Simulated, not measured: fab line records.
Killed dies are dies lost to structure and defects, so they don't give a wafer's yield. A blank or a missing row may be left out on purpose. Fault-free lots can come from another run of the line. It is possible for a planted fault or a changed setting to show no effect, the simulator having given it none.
fab line records | flow berkeleyCmos170
record lots=7 wafers=21 lastDay=12
route steps=331 shown FIELD@91 SACOX@97 SCREENOX@100
lots that met no fault: from a run of the same line without faults
startH: hours from the record's first day to the start of the lot's first wafer shown | waitH: time in hours since the lot's previous step | " repeats the value in the row above | L1.1+2: several wafers, shown together as one row | - value missing, or start not given | * or withheld: withheld | < > ~ a bound
route shown NAME@n: names a module that has steps shown in the file, with the first one's number in the route | usual: mean/standard deviation taken from wafers without a fault | same: alike in all rows | chamber/n: place in a boat | sites: the reading at each site | _std_site: standard deviation of those values | _edge_site: mean of outer sites minus mean of inner sites | radiusMm: for every site, how far away it sits from the centre of the wafer | mask NAME#n: copy n | behind: the tool/chamber that last shaped the wafer | hold: why the lot was held/for how many hours/how that ended | device: transistor that didn't switch, given as n, p or np | end of line: the same wafers' tests at the end of the route | step lacking rows: just its recipe | killed: the dies lost at the first sort to structure and to defects; this is not the yield of the wafer | map: per-die view of a wafer (x killed, . not killed, _ where there is no die)
set.NAME: the setting as run; set.NAME@STEP: as run at that earlier step | model.NAME: the simulator's own value behind a step, which no gauge read
lots at some steps of the route; a table a step, a row a wafer
services: the hour from which a tool's chamber was out of use, counted from the record's first day as startH (under 0 if before that day), plus the number of hours and why
## steps
# step UCB170_FIELD_THK_MEAS_02
# recipe reads=SiO2_of_FIELD_OXIDATION_01
# usual FIELD_OXIDE_THK=562/12
# columns lot.wafer tool chamber startH waitH FIELD_OXIDE_THK[nm]
L321.1 filmMetro-01 - 87.33 0.0 574
L321.3 " - " " 566
L321.5 " - " " 573
L327.2 filmMetro-01 - 124.60 0.0 581
L327.4 " - " " 587
L327.5 " - " " 585
L329.1 filmMetro-04 - 132.55 0.0 547
L329.3 " - " " 542
L329.6 " - " " 551
L328.4 filmMetro-03 - 132.56 0.0 536
L328.5 " - " " 547
L328.6 " - " " 541
L339.1 filmMetro-03 - 186.05 0.0 582
L339.5 " - " " 587
L339.6 " - " " 581
L341.1 filmMetro-01 - 195.66 0.0 567
L341.4 " - " " 558
L341.5 " - " " 567
L343.2 filmMetro-03 - 208.78 0.0 562
L343.4 " - " " 576
L343.6 " - " " 559
# step UCB170_FIELD_ANNEAL_03
# recipe tempC=1000 timeS=1200 ambient=N2
# step UCB170_FIELD_WET_ETCH_04
# recipe chemistry=dHF dilution=10:1 target=SiO2 tempC=25 timeS=60
# step UCB170_FIELD_WET_ETCH_05
# recipe chemistry=H3PO4 target=Si3N4 tempC=160 timeS=12600
# step UCB170_FIELD_WET_ETCH_06
# recipe chemistry=BOE dilution=5:1 target=SiO2 tempC=25 timeS=22
# step UCB170_FIELD_THK_MEAS_90
# recipe reads=SiO2_of_FIELD_OXIDATION_01
# usual FIELD_OXIDE_LEFT_1_THK=446/12
# columns lot.wafer tool chamber startH waitH FIELD_OXIDE_LEFT_1_THK[nm]
L321.1 filmMetro-03 - 93.79 0.0 457
L321.3 " - " " 450
L321.5 " - " " 457
L327.2 filmMetro-01 - 132.65 0.0 465
L327.4 " - " " 472
L327.5 " - " " 470
L329.1 filmMetro-01 - 139.98 0.0 431
L329.3 " - " " 425
L329.6 " - " " 435
L328.4 filmMetro-04 - 140.00 0.0 418
L328.5 " - " " 429
L328.6 " - " " 423
L339.1 filmMetro-04 - 192.92 0.0 464
L339.5 " - " " 470
L339.6 " - " " 463
L341.1 filmMetro-01 - 204.85 0.0 451
L341.4 " - " " 442
L341.5 " - " " 451
L343.2 filmMetro-03 - 217.22 0.1 446
L343.4 " - " " 460
L343.6 " - " " 443
# step UCB170_SACOX_CLEAN_00
# recipe chemistry=dHF dilution=25:1 timeS=7.5
# step UCB170_SACOX_OXIDATION_01
# recipe tempC=900 ambient=O2 targetThkA=144 oxTimeS=2400
# step UCB170_SACOX_THK_MEAS_02
# recipe reads=SiO2_of_SACOX_OXIDATION_01
# usual SACOX_OXIDE_THK=14.62/0.25
# columns lot.wafer tool chamber startH waitH SACOX_OXIDE_THK[nm]
L321.1 filmMetro-03 - 96.50 0.0 14.39
L321.3 " - " " 14.30
L321.5 " - " " 14.10
L327.2 filmMetro-04 - 137.18 0.0 14.42
L327.4 " - " " 14.61
L327.5 " - " " 14.73
L329.1 filmMetro-03 - 143.57 0.0 14.58
L329.3 " - " " 14.57
L329.6 " - " " 14.47
L328.4 filmMetro-04 - 143.63 0.1 14.45
L328.5 " - " " 14.57
L328.6 " - " " 14.47
L339.1 filmMetro-03 - 198.46 0.0 14.71
L339.5 " - " " 14.58
L339.6 " - " " 14.80
L341.1 filmMetro-04 - 209.73 0.0 14.80
L341.4 " - " " 14.92
L341.5 " - " " 14.91
L343.2 filmMetro-04 - 219.85 0.1 15.06
L343.4 " - " " 14.84
L343.6 " - " " 14.87
# step UCB170_SCREENOX_WET_ETCH_00
# recipe chemistry=dHF dilution=25:1 target=SiO2 tempC=25 timeS=200
# step UCB170_SCREENOX_OXIDATION_01
# recipe tempC=900 ambient=O2 targetThkA=144 oxTimeS=2400
# step UCB170_SCREENOX_THK_MEAS_02
# recipe reads=SiO2_of_SCREENOX_OXIDATION_01
# usual SCREENOX_OXIDE_THK=14.38/0.28
# columns lot.wafer tool chamber startH waitH SCREENOX_OXIDE_THK[nm]
L321.1 filmMetro-04 - 99.50 0.0 14.48
L321.3 " - " " 14.69
L321.5 " - " " 14.75
L327.2 filmMetro-04 - 141.56 0.0 14.11
L327.4 " - " " 13.97
L327.5 " - " " 14.16
L329.1 filmMetro-04 - 148.07 0.0 14.61
L329.3 " - " " 14.64
L329.6 " - " " 14.88
L328.4 filmMetro-02 - 148.16 0.1 14.38
L328.5 " - " " 14.20
L328.6 " - " " 14.38
L339.1 filmMetro-04 - 204.17 0.0 14.16
L339.5 " - " " 14.37
L339.6 " - " " 14.42
L341.1 filmMetro-01 - 214.02 0.0 14.23
L341.4 " - " " 14.27
L341.5 " - " " 14.64
L343.2 filmMetro-01 - 224.03 0.0 14.45
L343.4 " - " " 14.40
L343.6 " - " " 14.47
# step UCB170_SCREENOX_ANNEAL_03
# recipe tempC=900 timeS=900 ambient=N2
# usual spikeTcCentreC=902.8/1.7 spikeTcLoadC=924.6/1.3 zonePowerSourcePct=23.5/1.2
# columns lot.wafer tool chamber startH waitH spikeTcCentreC spikeTcLoadC zonePowerSourcePct
L321.1 furnace-04 0 104.41 4.9 902.4 926.3 25.1
L321.3 " 0 " " 903.1 927.7 24.7
L321.5 " 0 " " 902.3 927.8 24.6
L327.2 furnace-02 - 145.16 3.6 - - -
L327.4 " - " " - - -
L327.5 " - " " - - -
L328.4 furnace-01 - 151.65 3.5 - - -
L328.5 " - " " - - -
L328.6 " - " " - - -
L329.1 furnace-01 - 151.65 3.6 - - -
L329.3 " - " " - - -
L329.6 " - " " - - -
L339.1 furnace-02 0 207.52 3.3 903.6 925.5 23.0
L339.5 " 0 " " 903.8 923.6 22.7
L339.6 " 0 " " 904.8 925.7 22.7
L341.1 furnace-02 0 216.63 2.6 903.0 923.8 22.5
L341.4 " 0 " " 902.7 922.9 22.8
L341.5 " 0 " " 902.2 923.6 22.7
L343.2 furnace-02 0 226.88 2.8 903.1 923.6 23.1
L343.4 " 0 " " 903.0 922.5 22.6
L343.6 " 0 " " 902.9 923.7 22.8
## services
# columns tool chamber startH hours kind
furnace-04 - 116.24 3.8 pm
furnace-02 - 149.57 19.8 pm
furnace-01 - 161.43 3.5 pm
furnace-01 - 176.03 3.6 pm
furnace-04 - 225.64 3.4 pm
## key
firstSign step=UCB170_SCREENOX_ANNEAL_03 reading=toolRecord direction=missing
effect none on later readings
metAt UCB170_SCREENOX_ANNEAL_03
struckWafers L327.2,L327.4,L327.5,L328.4,L328.5,L328.6,L329.1,L329.3,L329.6
laterRowsLeftOut L327.2,L327.4,L327.5,L328.4,L328.5,L328.6,L329.1,L329.3,L329.6
sortLeftOut L327.2,L327.4,L327.5,L328.4,L328.5,L328.6,L329.1,L329.3,L329.6
testerLeftOut L327,L328,L329
fault kind=skippedStepWhole tool=furnace-01,furnace-02 chamber=- onsetH=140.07 steps=UCB170_SCREENOX_ANNEAL_03 scope=struckLotsOnly
# testerLeftOut: of these lots the tester's yield and bins aren't shown, on N5 and GAA mostly nor the transistor test; their killed dies are dies lost to structure and defects alone, not to doping, threshold or leakage, so they don't give the yield
# sortLeftOut: the simulated sort isn't trusted on such a fault, so these wafers' sort isn't shown, and their yield isn't known
# laterRowsLeftOut: the simulator's readings of these wafers behind a module that went badly wrong aren't trusted and aren't shown, but for the sort
